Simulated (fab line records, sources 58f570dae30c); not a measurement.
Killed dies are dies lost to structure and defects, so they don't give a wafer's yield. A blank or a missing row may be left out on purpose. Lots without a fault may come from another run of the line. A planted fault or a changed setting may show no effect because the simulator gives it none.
Which tool did it? | flow berkeley_cmos170 | 14 lots, 42 wafers sampled, at 4 steps of a route of 331

WHAT THE GAUGES READ, wafer by wafer
UCB170_M2_OVL_MEAS_16.
lot  | measured     | on         | M2_OVL (nm)
L342 | day 8 16:37  | overlay-02 | 2 2 12
L344 | day 8 17:24  | overlay-02 | -1 -10 -6
L343 | day 8 17:38  | overlay-01 | -2 12 18
L345 | day 9 06:02  | overlay-01 | -4 -5 -4
L346 | day 9 18:28  | overlay-01 | -1 0 1
L349 | day 9 19:47  | overlay-02 | 7 0 5
L347 | day 10 01:05 | overlay-02 | 1 5 2
L353 | day 10 16:37 | overlay-02 | 117 114 116
L354 | day 10 18:18 | overlay-01 | 111 109 112
L359 | day 11 12:52 | overlay-02 | 3 1 -3
L360 | day 11 14:01 | overlay-01 | -3 -1 -5
L361 | day 12 12:41 | overlay-02 | -10 -4 -6
L362 | day 12 13:39 | overlay-02 | -1 2 1
L365 | day 13 06:19 | overlay-01 | 1 0 0

UCB170_V2_CD_MEAS_90: target cd 700 nm.
lot  | measured     | on        | cd_nm (nm)
L342 | day 8 19:26  | cd_sem-01 | 702.2 702.8 704.1
L344 | day 8 20:03  | cd_sem-01 | 700.5 696.9 696.3
L343 | day 8 20:34  | cd_sem-01 | 699.8 699.9 699.4
L345 | day 9 09:16  | cd_sem-01 | 698.8 700.1 698.8
L346 | day 9 21:14  | cd_sem-01 | 699.6 700.1 700.3
L349 | day 9 22:56  | cd_sem-02 | 700.8 701.0 701.6
L347 | day 10 04:51 | cd_sem-01 | 698.0 699.6 698.2
L353 | day 10 19:35 | cd_sem-01 | 699.9 700.8 699.4
L354 | day 10 21:23 | cd_sem-02 | 700.5 701.2 701.2
L359 | day 11 15:40 | cd_sem-01 | 701.4 700.1 699.7
L360 | day 11 17:20 | cd_sem-02 | 698.9 699.7 700.5
L361 | day 12 15:25 | cd_sem-02 | 699.3 700.2 698.1
L362 | day 12 16:25 | cd_sem-02 | 700.3 700.3 700.2
L365 | day 13 09:14 | cd_sem-02 | 701.1 700.3 701.0

UCB170_M3_CD_MEAS_15: target cd 700 nm.
lot  | measured     | on        | cd_nm (nm)
L342 | day 8 21:35  | cd_sem-01 | 699.9 700.2 701.8
L344 | day 8 22:04  | cd_sem-01 | 698.4 697.6 698.3
L343 | day 8 23:08  | cd_sem-02 | 700.8 702.9 700.8
L345 | day 9 12:17  | cd_sem-01 | 699.0 699.1 699.4
L346 | day 9 23:40  | cd_sem-01 | 702.2 701.7 700.9
L349 | day 10 01:28 | cd_sem-01 | 700.9 700.3 701.2
L347 | day 10 08:24 | cd_sem-02 | 696.7 697.1 698.4
L353 | day 10 21:52 | cd_sem-02 | 699.3 699.0 699.5
L354 | day 10 23:50 | cd_sem-01 | 700.3 699.2 699.4
L359 | day 11 18:13 | cd_sem-01 | 701.8 702.7 702.9
L360 | day 11 19:28 | cd_sem-02 | 701.8 701.2 700.2
L361 | day 12 17:48 | cd_sem-01 | 699.8 701.4 699.6
L362 | day 12 18:44 | cd_sem-02 | 700.1 698.2 697.4
L365 | day 13 11:46 | cd_sem-01 | 699.1 699.6 699.1

WHICH TOOL RAN EACH LOT (tool, then ch and the chambers of the sampled wafers, then the start)
lot  | UCB170_M2_EXPOSE_12
L342 | krf_scanner-02 ch 0, day 8 15:57
L344 | krf_scanner-01 ch 0, day 8 16:55
L343 | krf_scanner-02 ch 0, day 8 17:08
L345 | krf_scanner-01 ch 0, day 9 05:31
L346 | krf_scanner-02 ch 0, day 9 17:57
L349 | krf_scanner-02 ch 0, day 9 19:08
L347 | krf_scanner-02 ch 0, day 10 00:34
L353 | krf_scanner-02 ch 0, day 10 16:07
L354 | krf_scanner-02 ch 0, day 10 17:48
L359 | krf_scanner-01 ch 0, day 11 12:23
L360 | krf_scanner-01 ch 0, day 11 13:31
L361 | krf_scanner-01 ch 0, day 12 12:04
L362 | krf_scanner-01 ch 0, day 12 13:08
L365 | krf_scanner-01 ch 0, day 13 05:50
- UCB170_M2_EXPOSE_12: exposes mask METAL2, target cd 700 nm.

WHAT THE TOOLS THEMSELVES READ (means of the sampled wafers that have a number; where no wafer has one, the mark that the record gives instead)
The record holds no such reading with a usual standard deviation.

THE ANSWER, worked out from the rows above alone
Rule: what is usual is taken from the lots themselves. Put in order of their means at a reading, lots are off if they are a third of the lots or fewer, leave a main group of 4 or more, and stand apart from it by a gap of 3 or more times the standard deviation of the main group's means; of several such gaps the widest counts. A main group whose means are all the same, to the digits that the tables above print for the reading, isn't used. A lot without any number at a reading at which 4 lots or more have one is off too. The other lots that the step has rows for count as sound. The gauges are gone through in route order, then the tools' own readings, and for those a lot's mean is taken as printed above. The first step at which some lot is off is used, and at that step the reading that is off furthest; a lot without a number counts as furthest.
Off: L353, L354, at UCB170_M2_OVL_MEAS_16 (M2_OVL). The main group: mean 0 nm, standard deviation 4.5.
A tool fits if, at a process step before that reading, it ran every lot that is off, and no sound lot after the first of them. The gauges at UCB170_M2_OVL_MEAS_16 are tried like those tools. One fits: krf_scanner-02 at UCB170_M2_EXPOSE_12. Its last sound lot is L347 (day 10 00:34), its first lot that is off L353 (day 10 16:07): a fault that began between those two fits.

WHAT THE SIMULATOR HAD PUT IN
Scanner matching overlay: krf_scanner-02, from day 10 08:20 on, at UCB170_M2_EXPOSE_12. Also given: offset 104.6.
Lots struck among those shown: L353, L354. The rule above found the same.
